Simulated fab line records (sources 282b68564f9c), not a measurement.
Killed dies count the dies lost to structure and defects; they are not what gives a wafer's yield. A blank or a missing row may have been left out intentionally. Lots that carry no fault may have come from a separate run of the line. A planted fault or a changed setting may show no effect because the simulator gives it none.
Struck lot and sound lot, side by side ; flow ritCmos ; 43 out of 202 route steps
Sound: the wafers L999.2, L999.4, L999.5. Wafers L101.1, L101.3, L101.4 were the ones struck. The cause comes at the end.
Each step with rows lists, per side, the tool, then ch with its chambers, then its first start. Under that, the readings that differ: sound wafers ; struck wafers ; difference of the means ; sigmas: that difference in standard deviations of wafers without a fault.
alike: readings whose means differ by less than 2 such deviations, and words and numbers that are the same on both sides. not compared: withheld readings, readings that some wafer has no value for, bounds like >300 that may hide the same value, and numbers for which the record gives no deviation and whose values overlap.
Wherever a step has rows on one side only, a row that says differs or no value, or a row with sigmas, the two part there. Numbers that don't overlap but have no deviation are shown without sigmas and don't part them. A reading that every wafer of one side lacks parts them only if that side has two wafers or more.

first, 3 steps without rows for these wafers: RIT_REOX_CLEAN_01 (cleans in dHF, time 30 s); RIT_REOX_CLEAN_02 (cleans in SC2, time 600 s); RIT_REOX_OXIDATION_03 (target thk 25.2 nm, ox time 5580 s).
RIT_REOX_THK_MEAS_04:
  sound: filmMetro-04 at day 4 04:07; struck: filmMetro-01 at day 4 17:43
  alike: REOX_OXIDE_THK
then, 6 steps without rows for these wafers: RIT_NLDD_HMDS_00 (prime time 60 s); RIT_NLDD_COAT_01 (resist thk 1000 nm); RIT_NLDD_SOFTBAKE_02 (time 60 s); RIT_NLDD_EXPOSE_03 (exposes mask M7, target cd 40700 nm); RIT_NLDD_PEB_04; RIT_NLDD_DEVELOP_05 (develop time 50 s).
RIT_NLDD_OVL_MEAS_06:
  sound: overlay-02 at day 4 05:09; struck: overlay-01 at day 4 18:45
  alike: NLDD_OVL
then, 1 step without rows for these wafers: RIT_NLDD_HARDBAKE_07 (time 60 s).
RIT_NLDD_IMPLANT_08:
  sound on implanter-04 ch 0, day 4 05:21; struck on implanter-04 ch 0, day 4 18:56
reading;sound;struck;difference;sigmas
doseIonsCm2;5.004e+14 5.003e+14 5.001e+14;7.111e+14 7.102e+14 7.105e+14;+2.103e+14;+99 or more
faradayCurrentUA;1624 1574 1564;2201 2176 2316;+644;+20
  alike: tiltDeg
RIT_NLDD_STRIP_09: strips in O2, time 180 s.
  sound on plasmaAsher-04 ch 1, day 4 05:29; struck on plasmaAsher-03 ch 0,1, day 4 19:05
reading;sound;struck;difference;sigmas
drypumpMotorCurrentA (A);6.5 6.5 6.5;5.5 5.5 5.4;-1.0;-3
  alike: o2FlowSccm
  not compared: rfHoursCounterH
RIT_NLDD_TW_MEAS_10:
  sound: filmMetro-01 at day 4 05:40; struck: filmMetro-01 at day 4 19:29
reading;sound;struck;difference;sigmas
NLDD_TW;2487 2489 2502;2734 2714 2709;+226;+14
  not compared: hold
then, 5 steps without rows for these wafers: RIT_PLDD_COAT_01 (resist thk 1000 nm); RIT_PLDD_SOFTBAKE_02 (time 60 s); RIT_PLDD_EXPOSE_03 (exposes mask M8, target cd 40900 nm); RIT_PLDD_PEB_04; RIT_PLDD_DEVELOP_05 (develop time 50 s).
RIT_PLDD_OVL_MEAS_06:
  sound: overlay-01 at day 4 06:41; struck: overlay-02 at day 4 22:35
  alike: PLDD_OVL
then, 2 steps without rows for these wafers: RIT_PLDD_HARDBAKE_07 (time 60 s); RIT_PLDD_IMPLANT_08.
RIT_PLDD_STRIP_09: strips in O2, time 180 s.
  sound on plasmaAsher-03 ch 0,1, day 4 07:01; struck on plasmaAsher-01 ch 0,1, day 4 22:55
  alike: drypumpMotorCurrentA, o2FlowSccm
  not compared: rfHoursCounterH
RIT_PLDD_TW_MEAS_10:
  sound: filmMetro-04 at day 4 07:13; struck: filmMetro-02 at day 4 23:05
reading;sound;struck;difference;sigmas
PLDD_TW;2338 2332 2337;2384 2380 2352;+36;+2
then, 4 steps without rows for these wafers: RIT_SPACER_CLEAN_00 (cleans in SC1, time 600 s); RIT_SPACER_CLEAN_01 (cleans in dHF, time 30 s); RIT_SPACER_CLEAN_02 (cleans in SC2, time 600 s); RIT_SPACER_CVD_03 (deposits Si3N4 from SiH2Cl2/NH3, target thk 250 nm, time 3300 s).
RIT_SPACER_THK_MEAS_04:
  sound: filmMetro-01 at day 4 09:34; struck: filmMetro-03 at day 5 02:22
  alike: SPACER_NITRIDE_THK
RIT_SPACER_ETCHBACK_05: etches Si3N4 in SF6/CHF3, stops on SiO2, target depth 250 nm, time 240 s.
  sound on rieDiel-04 ch 1,3, day 4 09:37; struck on rieDiel-01 ch 0,1,3, day 5 02:25
  alike: drypumpMotorCurrentA, oesProductAu, throttleValvePct
  not compared: rfHoursCounterH
then, 6 steps without rows for these wafers: RIT_NSD_HMDS_00 (prime time 60 s); RIT_NSD_COAT_01 (resist thk 1000 nm); RIT_NSD_SOFTBAKE_02 (time 60 s); RIT_NSD_EXPOSE_03 (exposes mask M9, target cd 40700 nm); RIT_NSD_PEB_04; RIT_NSD_DEVELOP_05 (develop time 50 s).
RIT_NSD_OVL_MEAS_06:
  sound: overlay-02 at day 4 10:45; struck: overlay-02 at day 5 03:34
  alike: NSD_OVL
then, 2 steps without rows for these wafers: RIT_NSD_HARDBAKE_07 (time 60 s); RIT_NSD_IMPLANT_08.
RIT_NSD_STRIP_09: strips in O2, time 180 s.
  sound on plasmaAsher-02 ch 0,1, day 4 11:05; struck on plasmaAsher-02 ch 0,1, day 5 04:00
  alike: drypumpMotorCurrentA, o2FlowSccm
  not compared: rfHoursCounterH
RIT_SDANNEAL_RS_MEAS_07: measures by four-point-probe.
  sound: filmMetro-01 at day 4 13:57; struck: filmMetro-01 at day 5 07:07
reading;sound;struck;difference;sigmas
NLDD_RS (ohm/sq);151.3 151.8 151.4;114.0 113.9 114.4;-37.4;-69
  not compared: hold
RIT_M1_PROBE_99:
  the record has rows for the sound wafers here (prober-01, day 4 21:05) and none for the struck ones

WHERE THEY PART
Earliest at RIT_NLDD_IMPLANT_08; latest, in this record, at RIT_M1_PROBE_99.

WHY: the cause the simulator had injected
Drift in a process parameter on implanter-04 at RIT_NLDD_IMPLANT_08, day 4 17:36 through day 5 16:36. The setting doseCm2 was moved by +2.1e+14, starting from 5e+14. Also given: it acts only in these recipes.
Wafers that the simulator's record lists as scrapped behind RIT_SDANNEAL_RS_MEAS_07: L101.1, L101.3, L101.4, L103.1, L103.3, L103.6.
